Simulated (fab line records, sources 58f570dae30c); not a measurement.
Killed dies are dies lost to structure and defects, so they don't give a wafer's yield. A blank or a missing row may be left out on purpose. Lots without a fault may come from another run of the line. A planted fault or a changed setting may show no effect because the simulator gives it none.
Which tool did it? | flow berkeley_cmos170 | 15 lots, 45 wafers sampled, at 6 steps of a route of 331

WHAT THE GAUGES READ, wafer by wafer
UCB170_NWELL_THK_MEAS_05.
lot  | measured    | on            | NWELL_NITRIDE_THK (nm)
L940 | day 2 09:36 | film_metro-03 | 222.3 222.6 224.6
L941 | day 2 22:03 | film_metro-03 | 226.1 225.2 225.1
L942 | day 3 00:08 | film_metro-03 | 444.6 446.2 445.7
L943 | day 3 00:10 | film_metro-03 | 449.0 448.1 449.6
L946 | day 3 17:11 | film_metro-02 | 221.6 220.5 220.0
L947 | day 4 03:50 | film_metro-02 | 225.3 221.5 223.4
L951 | day 4 23:00 | film_metro-02 | 444.7 447.1 446.8
L953 | day 5 09:30 | film_metro-02 | 222.9 223.0 221.2
L956 | day 5 16:59 | film_metro-03 | 223.3 222.8 224.2
L957 | day 6 02:32 | film_metro-03 | 222.7 222.3 222.9
L958 | day 6 10:04 | film_metro-03 | 221.2 221.8 219.3
L959 | day 6 10:05 | film_metro-01 | 222.1 223.2 221.7
L960 | day 6 10:07 | film_metro-02 | 221.4 220.7 221.4
L962 | day 6 20:41 | film_metro-02 | 223.7 222.5 221.2
L963 | day 7 06:32 | film_metro-03 | 223.9 224.3 223.9

UCB170_PVT_TW_MEAS_09.
lot  | measured     | on            | PVT_TW
L940 | day 6 16:28  | film_metro-03 | 510 509 511
L941 | day 6 21:13  | film_metro-03 | 511 513 510
L946 | day 8 01:32  | film_metro-03 | 509 511 509
L947 | day 8 02:02  | film_metro-03 | 508 510 511
L953 | day 9 02:35  | film_metro-04 | 510 510 510
L956 | day 9 16:50  | film_metro-04 | 510 509 510
L957 | day 10 15:25 | film_metro-04 | 508 507 509
L958 | day 11 01:24 | film_metro-03 | 514 510 514
L959 | day 11 01:19 | film_metro-02 | 503 503 503
L960 | day 11 01:08 | film_metro-03 | 512 514 512
L962 | day 11 00:51 | film_metro-03 | 509 513 514
L963 | day 11 13:31 | film_metro-03 | 512 513 510

UCB170_FIELD_THK_MEAS_91.
lot  | measured     | on            | FIELD_OXIDE_LEFT_2_THK (nm)
L940 | day 6 16:49  | film_metro-02 | 346 345 337
L941 | day 6 21:26  | film_metro-03 | 363 358 354
L946 | day 8 01:39  | film_metro-02 | 342 334 338
L947 | day 8 02:10  | film_metro-02 | 355 359 357
L953 | day 9 02:43  | film_metro-04 | 363 351 349
L956 | day 9 16:59  | film_metro-03 | 351 350 344
L957 | day 10 15:32 | film_metro-03 | 337 335 326
L958 | day 11 01:32 | film_metro-02 | 350 363 352
L959 | day 11 01:27 | film_metro-04 | 357 353 362
L960 | day 11 01:16 | film_metro-04 | 348 348 347
L962 | day 11 00:59 | film_metro-04 | 341 351 342
L963 | day 11 13:40 | film_metro-02 | 353 343 349

WHICH TOOL RAN EACH LOT (tool, then ch and the chambers of the sampled wafers, then the start)
lot  | UCB170_NWELL_CVD_04                                       | UCB170_NWELL_ETCH_13              | UCB170_PVT_STRIP_08
L940 | lpcvd-02 ch 1, day 2 07:39                                | rie_diel-04 ch 2,3, day 2 11:08   | plasma_asher-03 ch 0,1, day 6 16:19
L941 | lpcvd-01 ch 1, day 2 20:07                                | rie_diel-04 ch 0,1,3, day 2 22:59 | plasma_asher-04 ch 0,1, day 6 21:06
L942 | lpcvd-01 ch 0, day 2 20:07                                | rie_diel-03 ch 1,2,3, day 3 01:19 | -
L943 | lpcvd-01 ch 1, day 2 20:07                                | rie_diel-02 ch 1,2,3, day 3 01:19 | -
L946 | lpcvd-02 ch 1, day 3 15:14                                | rie_diel-03 ch 1,2,3, day 3 18:29 | plasma_asher-03 ch 0,1, day 8 01:26
L947 | lpcvd-02 ch 0, day 4 01:54                                | rie_diel-04 ch 0,1,3, day 4 04:59 | plasma_asher-03 ch 0,1, day 8 01:56
L951 | lpcvd-01 ch 0, day 4 17:47 and lpcvd-02 ch 0, day 4 21:04 | rie_diel-02 ch 0,3, day 5 00:08   | -
L953 | lpcvd-02 ch 0, day 5 07:34                                | rie_diel-04 ch 0,1,2, day 5 10:28 | plasma_asher-03 ch 0,1, day 9 02:28
L956 | lpcvd-02 ch 0, day 5 15:02                                | rie_diel-02 ch 0,2,3, day 5 19:10 | plasma_asher-03 ch 0,1, day 9 16:44
L957 | lpcvd-02 ch 0, day 6 00:35                                | rie_diel-04 ch 1,2,3, day 6 03:28 | plasma_asher-03 ch 0,1, day 10 15:19
L958 | lpcvd-02 ch 1, day 6 08:08                                | rie_diel-04 ch 1,2,3, day 6 13:43 | plasma_asher-03 ch 0,1, day 11 01:18
L959 | lpcvd-02 ch 1, day 6 08:08                                | rie_diel-03 ch 0,1,3, day 6 13:32 | plasma_asher-02 ch 0,1, day 11 01:13
L960 | lpcvd-02 ch 0, day 6 08:08                                | rie_diel-02 ch 0,1, day 6 13:48   | plasma_asher-02 ch 0,1, day 11 01:02
L962 | lpcvd-02 ch 1, day 6 18:46                                | rie_diel-03 ch 1,2,3, day 6 23:02 | plasma_asher-04 ch 0,1, day 11 00:45
L963 | lpcvd-02 ch 1, day 7 04:35                                | rie_diel-04 ch 1,2, day 7 08:33   | plasma_asher-04 ch 0,1, day 11 13:25
- UCB170_NWELL_CVD_04: deposits Si3N4 from SiH2Cl2/NH3, target thk 224 nm, time 3360 s.
- UCB170_NWELL_ETCH_13: etches Si3N4 in CH3F/Ar/O2, stops on SiO2, target depth 246.4 nm, time 151.2 s.
- UCB170_PVT_STRIP_08: strips in O2.

WHAT THE TOOLS THEMSELVES READ (means of the sampled wafers that have a number; where no wafer has one, the mark that the record gives instead)
UCB170_NWELL_CVD_04.
lot  | tool              | nh3_flow_sccm (sccm)
L940 | lpcvd-02          | 74.75
L941 | lpcvd-01          | 74.86
L942 | lpcvd-01          | 75.07
L943 | lpcvd-01          | 75.01
L946 | lpcvd-02          | 74.44
L947 | lpcvd-02          | 74.96
L951 | lpcvd-01/lpcvd-02 | 74.97
L953 | lpcvd-02          | 75.29
L956 | lpcvd-02          | 75.20
L957 | lpcvd-02          | 75.20
L958 | lpcvd-02          | 75.10
L959 | lpcvd-02          | 74.85
L960 | lpcvd-02          | 75.22
L962 | lpcvd-02          | 75.15
L963 | lpcvd-02          | 75.14

UCB170_NWELL_ETCH_13.
lot  | tool        | drypump_motor_current_A (A) | oes_product_au (a.u.) | throttle_valve_pct (%)
L940 | rie_diel-04 | 5.5                         | 0.952                 | 8.03
L941 | rie_diel-04 | 5.7                         | 0.962                 | 8.04
L942 | rie_diel-03 | 5.4                         | 0.996                 | 8.00
L943 | rie_diel-02 | 5.2                         | 1.002                 | 7.97
L946 | rie_diel-03 | 5.4                         | 0.941                 | 8.00
L947 | rie_diel-04 | 5.7                         | 0.956                 | 8.04
L951 | rie_diel-02 | 5.6                         | 0.983                 | 8.16
L953 | rie_diel-04 | 6.2                         | 0.959                 | 8.02
L956 | rie_diel-02 | 5.3                         | 0.956                 | 8.07
L957 | rie_diel-04 | 5.9                         | 0.961                 | 8.04
L958 | rie_diel-04 | 5.8                         | 0.949                 | 8.04
L959 | rie_diel-03 | 5.4                         | 0.944                 | 7.98
L960 | rie_diel-02 | 5.6                         | 0.940                 | 8.04
L962 | rie_diel-03 | 5.4                         | 0.946                 | 8.00
L963 | rie_diel-04 | 6.3                         | 0.959                 | 8.00

UCB170_PVT_STRIP_08.
lot  | tool            | drypump_motor_current_A (A) | oes_product_au (a.u.) | strip_time_to_endpoint_s (s)
L940 | plasma_asher-03 | 6.0                         | 0.727                 | 21.70
L941 | plasma_asher-04 | 5.9                         | 0.738                 | 21.51
L946 | plasma_asher-03 | 5.6                         | 0.731                 | 21.70
L947 | plasma_asher-03 | 6.0                         | 0.735                 | 21.66
L953 | plasma_asher-03 | 5.6                         | 0.733                 | 21.48
L956 | plasma_asher-03 | 5.6                         | 0.735                 | 21.62
L957 | plasma_asher-03 | 6.0                         | 0.735                 | 21.59
L958 | plasma_asher-03 | 5.6                         | 0.734                 | 21.53
L959 | plasma_asher-02 | 5.3                         | 0.730                 | 21.59
L960 | plasma_asher-02 | 5.3                         | 0.735                 | 21.55
L962 | plasma_asher-04 | 5.9                         | 0.735                 | 21.58
L963 | plasma_asher-04 | 6.1                         | 0.736                 | 21.61

THE ANSWER, worked out from the rows above alone
Rule: what is usual is taken from the lots themselves. Put in order of their means at a reading, lots are off if they are a third of the lots or fewer, leave a main group of 4 or more, and stand apart from it by a gap of 3 or more times the standard deviation of the main group's means; of several such gaps the widest counts. A main group whose means are all the same, to the digits that the tables above print for the reading, isn't used. A lot without any number at a reading at which 4 lots or more have one is off too. The other lots that the step has rows for count as sound. The gauges are gone through in route order, then the tools' own readings, and for those a lot's mean is taken as printed above. The first step at which some lot is off is used, and at that step the reading that is off furthest; a lot without a number counts as furthest.
Off: L942, L943, L951, at UCB170_NWELL_THK_MEAS_05 (NWELL_NITRIDE_THK). The main group: mean 222.7 nm, standard deviation 1.3.
A tool fits if, at a process step before that reading, it ran every lot that is off, and no sound lot after the first of them. The gauges at UCB170_NWELL_THK_MEAS_05 are tried like those tools. One fits: lpcvd-01 at UCB170_NWELL_CVD_04. Its last sound lot is L941 (day 2 20:07), its first lot that is off L942 (day 2 20:07): a fault that began between those two fits.

WHAT THE SIMULATOR HAD PUT IN
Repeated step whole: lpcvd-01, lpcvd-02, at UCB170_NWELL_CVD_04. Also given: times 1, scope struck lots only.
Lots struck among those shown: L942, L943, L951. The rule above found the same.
